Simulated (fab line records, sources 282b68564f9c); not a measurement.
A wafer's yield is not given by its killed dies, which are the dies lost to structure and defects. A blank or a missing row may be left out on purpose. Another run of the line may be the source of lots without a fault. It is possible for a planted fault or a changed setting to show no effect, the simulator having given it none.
Which tool was responsible? :: flow rit_cmos :: at 1 step of a route of 202, 6 lots with 18 wafers sampled

WHAT THE GAUGES SHOWED, per wafer
RIT_ACTIVE_CD_MEAS_90: the cd target is 1400 nm.
lot: L654
measured: day 2 03:30
on: cd_sem-02
cd_nm (nm): 1397.4 1400.2 1397.2

lot: L657
measured: day 2 17:12
on: cd_sem-02
cd_nm (nm): 1399.4 1397.6 1397.4

lot: L661
measured: day 3 23:22
on: cd_sem-01
cd_nm (nm): 1398.9 1400.6 1400.2

lot: L663
measured: day 3 23:44
on: cd_sem-01
cd_nm (nm): 1397.1 1398.8 1399.7

lot: L666
measured: day 4 16:58
on: cd_sem-01
cd_nm (nm): 1403.4 1405.9 1405.0

lot: L674
measured: day 6 06:19
on: cd_sem-01
cd_nm (nm): 1393.5 1395.7 1393.6

EACH LOT AND THE TOOL THAT RAN IT (in order: tool; ch and the chambers of the sampled wafers; start)
Record: no process step prior to these readings.

THE ANSWER, worked out from the rows above alone
Rule: the usual values come from the lots themselves. Put in order of their means at a reading, lots are off if they are a third of the lots or fewer, leave a main group of 4 or more, and stand apart from it by a gap of 3 or more times the standard deviation of the main group's means; of several such gaps the widest counts. A main group is skipped when, at the precision printed for the reading in the tables above, its means are all equal. A lot without any number at a reading at which 4 lots or more have one is off too. The other lots that the step has rows for count as sound.
No lot is off on any of the readings shown, so nothing can be concluded from this.

WHAT THE SIMULATOR PUT IN
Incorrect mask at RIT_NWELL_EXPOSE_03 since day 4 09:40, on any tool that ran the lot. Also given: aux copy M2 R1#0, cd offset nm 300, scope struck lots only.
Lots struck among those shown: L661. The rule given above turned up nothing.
